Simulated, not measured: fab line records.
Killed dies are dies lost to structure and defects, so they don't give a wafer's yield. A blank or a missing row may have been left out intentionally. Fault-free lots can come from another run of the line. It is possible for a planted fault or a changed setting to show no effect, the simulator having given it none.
fab line records ; flow berkeleyCmos170
record lots=6; wafers=18; lastDay=13
route steps=331 shown START@1 ZERO@6 NWELL@14
lots untouched by any fault: they come from a run of this same line in which no faults occurred
startH: hours from the record's opening day to when the first of the lot's shown wafers began ; waitH: time in hours since the lot's previous step ; " same as the row above ; L1.1+2: a row that stands for several wafers ; - value missing, or start not given ; * or withheld: withheld ; < > ~ a bound
route shown NAME@n: a module of which the file shows steps, and the number in the route of the first ; usual: mean/standard deviation taken from wafers without a fault ; same: alike in all rows ; chamber/n: place in a boat ; sites: readings site by site ; _std_site: their standard deviation ; _edge_site: the outer-site mean with the inner-site mean subtracted ; radiusMm: for every site, how far away it sits from the centre of the wafer ; mask NAME#n: copy n ; behind: tool/chamber where the wafer was last shaped ; hold: why the lot went on hold/how many hours it stayed there/how the hold came to an end ; device: whichever transistor did not switch (one of n, p or np) ; end of line: the tests these same wafers got at the end of their route ; a step with no rows: only its recipe ; killed: not the wafer's yield, but the dies lost to structure and defects at the first sort ; map: the dies of a wafer, with x for killed, . for not killed, _ for no die there
set.NAME: setting as actually run; set.NAME@STEP: the setting as run at that earlier step ; model.NAME: the simulator's own value behind a step, which no gauge read
lots at some steps of the route; a table a step, a row a wafer
services: from which hour (startH, from the record's first day; less than 0 if before it) a tool's chamber was out of use, for how many hours, and why
## steps
# step UCB170_START_BOW_MEAS_00
# recipe mode=bow
# usual INCOMING_BOW=0/6.8
lot.wafer;tool;chamber;startH;waitH;INCOMING_BOW[um]
L453.1;filmMetro-04;-;10.00;-;7
L453.2;filmMetro-04;-;10.00;-;12
L453.5;filmMetro-04;-;10.00;-;-9
L456.2;filmMetro-04;-;25.02;-;7
L456.4;filmMetro-04;-;25.02;-;1
L456.6;filmMetro-04;-;25.02;-;7
L467.1;filmMetro-04;-;80.00;-;-7
L467.2;filmMetro-04;-;80.00;-;-7
L467.3;filmMetro-04;-;80.00;-;-1
L469.2;filmMetro-04;-;90.02;-;2
L469.3;filmMetro-04;-;90.02;-;5
L469.5;filmMetro-04;-;90.02;-;1
L471.2;filmMetro-03;-;100.02;-;-4
L471.5;filmMetro-03;-;100.02;-;6
L471.6;filmMetro-03;-;100.02;-;1
L476.1;filmMetro-02;-;125.00;-;5
L476.3;filmMetro-02;-;125.00;-;-2
L476.5;filmMetro-02;-;125.00;-;-2
# step UCB170_START_CLEAN_01
# recipe chemistry=dHF; dilution=25:1; timeS=60
# step UCB170_START_OXIDATION_02
# recipe tempC=950; ambient=O2; targetThkA=200; oxTimeS=1800
# step UCB170_START_THK_MEAS_03
# recipe reads=SiO2_of_START_OXIDATION_02
# usual START_OXIDE_THK=20.0/0.44
lot.wafer;tool;chamber;startH;waitH;START_OXIDE_THK[nm]
L453.1;filmMetro-04;-;16.14;0.0;19.8
L453.2;filmMetro-04;-;16.14;0.0;19.5
L453.5;filmMetro-04;-;16.14;0.0;19.9
L456.2;filmMetro-02;-;27.35;0.0;20.1
L456.4;filmMetro-02;-;27.35;0.0;20.1
L456.6;filmMetro-02;-;27.35;0.0;20.3
L467.1;filmMetro-03;-;86.30;0.0;19.8
L467.2;filmMetro-03;-;86.30;0.0;20.0
L467.3;filmMetro-03;-;86.30;0.0;19.8
L469.2;filmMetro-03;-;96.71;0.0;19.8
L469.3;filmMetro-03;-;96.71;0.0;19.9
L469.5;filmMetro-03;-;96.71;0.0;20.1
L471.2;filmMetro-02;-;106.38;0.0;20.3
L471.5;filmMetro-02;-;106.38;0.0;20.4
L471.6;filmMetro-02;-;106.38;0.0;20.7
L476.1;filmMetro-03;-;134.79;0.0;20.1
L476.3;filmMetro-03;-;134.79;0.0;20.3
L476.5;filmMetro-03;-;134.79;0.0;20.0
# step UCB170_START_ANNEAL_04
# recipe tempC=950; timeS=1200; ambient=N2
# step UCB170_ZERO_HMDS_00
# recipe primeTimeS=60; primeTempC=100
# step UCB170_ZERO_COAT_01
# recipe resist=KrF; spinRpm=1500; resistThkNm=900
# step UCB170_ZERO_SOFTBAKE_02
# recipe resist=KrF; tempC=130; timeS=60
# step UCB170_ZERO_EXPOSE_03
# recipe maskId=PM_MARKS; na=0.5; sigmaOuter=0.6; sourceShape=conventional; targetCdNm=4000; doseMj=30
# step UCB170_ZERO_PEB_04
# recipe pebTempC=130; pebTimeS=withheld; resist=KrF
# step UCB170_ZERO_DEVELOP_05
# recipe developer=TMAH; developTimeS=45; resist=KrF; devTempC=21
# step UCB170_ZERO_ETCH_06
# recipe chemistry=CHF3/CF4/Ar; target=SiO2; timeS=12; pressureMtorr=100; rfW=500; CHF3_flow_sccm=50; cf4FlowSccm=10; Ar_flow_sccm=120; overEtchFrac=1.58
# usual drypumpMotorCurrentA=5.6/0.51; oesProductAu=0.620/0.0077; overEtchFrac=1.58/0; throttleValvePct=9.28/0.12
lot.wafer;tool;chamber;startH;waitH;drypumpMotorCurrentA;oesProductAu;overEtchFrac;rfHoursCounterH;throttleValvePct
L453.1;rieDiel-02;1;23.58;-;4.9;0.626;1.58;52;9.24
L453.2;rieDiel-02;3;23.58;-;5.9;0.617;1.58;9;9.37
L453.5;rieDiel-02;1;23.58;-;4.9;0.618;1.58;-;9.26
L456.2;rieDiel-01;3;35.45;-;4.7;0.622;1.58;149;9.28
L456.4;rieDiel-01;0;35.45;-;5.7;0.615;1.58;43;9.13
L456.6;rieDiel-01;3;35.45;-;4.7;0.627;1.58;-;9.28
L467.1;rieDiel-01;2;94.58;-;5.9;0.537;3.2081;59;9.40
L467.2;rieDiel-01;3;94.58;-;4.8;0.523;3.2081;151;9.26
L467.3;rieDiel-01;0;94.58;-;5.7;0.531;3.2081;45;9.14
L469.2;rieDiel-01;2;103.22;-;5.9;0.532;3.2081;59;9.40
L469.3;rieDiel-01;0;103.22;-;5.7;0.521;3.2081;45;9.11
L469.5;rieDiel-01;0;103.22;-;5.7;0.517;3.2081;-;9.13
L471.2;rieDiel-02;1;114.53;-;4.9;0.621;1.58;57;9.26
L471.5;rieDiel-02;2;114.53;-;5.5;0.612;1.58;-;9.18
L471.6;rieDiel-02;1;114.53;-;4.9;0.628;1.58;-;9.25
L476.1;rieDiel-04;0;145.09;-;5.0;0.625;1.58;143;9.31
L476.3;rieDiel-04;3;145.09;-;5.6;0.611;1.58;42;9.10
L476.5;rieDiel-04;0;145.09;-;5.0;0.627;1.58;-;9.32
# step UCB170_ZERO_STRIP_07
# recipe chemistry=O2; powerW=400; pressureMtorr=3500; platenTempC=withheld; o2FlowSccm=400; overashFraction=0.5
# usual drypumpMotorCurrentA=5.86/0.28; oesProductAu=0.727/0.0043; stripTimeToEndpointS=21.51/0.064
lot.wafer;tool;chamber;startH;waitH;drypumpMotorCurrentA;oesProductAu;rfHoursCounterH;stripTimeToEndpointS
L453.1;plasmaAsher-03;1;23.61;0.0;5.54;0.725;28;21.46
L453.2;plasmaAsher-03;0;23.61;0.0;5.79;0.724;28;21.40
L453.5;plasmaAsher-03;1;23.61;0.0;5.54;0.722;-;21.40
L456.2;plasmaAsher-03;1;35.48;0.0;5.54;0.730;31;21.52
L456.4;plasmaAsher-03;1;35.48;0.0;5.55;0.719;-;21.53
L456.6;plasmaAsher-03;1;35.48;0.0;5.54;0.724;-;21.57
L467.1;plasmaAsher-03;1;94.60;0.0;5.57;0.725;38;21.36
L467.2;plasmaAsher-03;0;94.60;0.0;5.79;0.726;38;21.27
L467.3;plasmaAsher-03;1;94.60;0.0;5.53;0.731;-;21.30
L469.2;plasmaAsher-01;0;103.24;0.0;5.99;0.720;34;21.19
L469.3;plasmaAsher-01;0;103.24;0.0;5.95;0.729;-;21.26
L469.5;plasmaAsher-01;0;103.24;0.0;5.95;0.732;-;21.36
L471.2;plasmaAsher-03;1;114.55;0.0;5.57;0.727;40;21.51
L471.5;plasmaAsher-03;1;114.55;0.0;5.55;0.723;-;21.63
L471.6;plasmaAsher-03;0;114.55;0.0;5.79;0.732;-;21.60
L476.1;plasmaAsher-01;0;145.12;0.0;5.96;0.723;3;21.51
L476.3;plasmaAsher-01;1;145.12;0.0;5.54;0.726;-;21.49
L476.5;plasmaAsher-01;1;145.12;0.0;5.52;0.730;-;21.49
# step UCB170_NWELL_WET_ETCH_00
# recipe chemistry=dHF; dilution=25:1; target=SiO2; tempC=25; timeS=200
## services
tool;chamber;startH;hours;kind
rieDiel-04;2;0.39;14.4;repair
rieDiel-02;0;20.23;6.6;repair
plasmaAsher-01;-;20.32;13.5;repair
plasmaAsher-01;-;35.33;2.8;pm
rieDiel-01;1;37.18;4.0;repair
rieDiel-04;0;39.64;7.2;repair
plasmaAsher-01;-;51.23;8.4;repair
rieDiel-01;-;62.63;0.7;repair
rieDiel-04;3;62.69;4.4;repair
rieDiel-01;1;95.64;16.7;repair
plasmaAsher-01;-;108.75;9.0;pm
plasmaAsher-01;0;108.75;9.0;ventCycle
plasmaAsher-01;1;108.75;9.0;ventCycle
rieDiel-01;3;110.92;7.8;repair
plasmaAsher-01;0;117.75;-;clean
plasmaAsher-01;1;117.75;-;clean
rieDiel-01;3;138.92;3.2;repair
rieDiel-01;3;142.40;-;clean
rieDiel-01;3;142.40;25.5;scheduledDown
rieDiel-01;3;142.40;25.5;ventCycle
## key
firstSign step=UCB170_ZERO_ETCH_06; reading=overEtchFrac; direction=up; sigmas=99+; usual=1.58; struck=3.2081
effect step=UCB170_ZERO_ETCH_06; reading=oesProductAu; direction=down; sigmas=12; usual=0.620; struck=0.527
effect step=UCB170_ZERO_STRIP_07; reading=stripTimeToEndpointS; direction=down; sigmas=3.4; usual=*; struck=*
metAt UCB170_ZERO_ETCH_06
struckWafers L467.1,L467.2,L467.3,L469.2,L469.3,L469.5
testerLeftOut L467,L469
onsetBetween 35.45 94.58
fault kind=processParameterDrift; tool=rieDiel-01; chamber=-; onsetH=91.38; steps=UCB170_ZERO_ETCH_06; channel=overEtchFrac; offset=1.6281; shape=step; endH=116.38; actsIn=theseRecipesOnly; stated=1.58
# testerLeftOut: of these lots the tester's yield and bins aren't shown, on N5 and GAA mostly nor the transistor test; their killed dies are dies lost to structure and defects alone, not to doping, threshold or leakage, so they don't give the yield
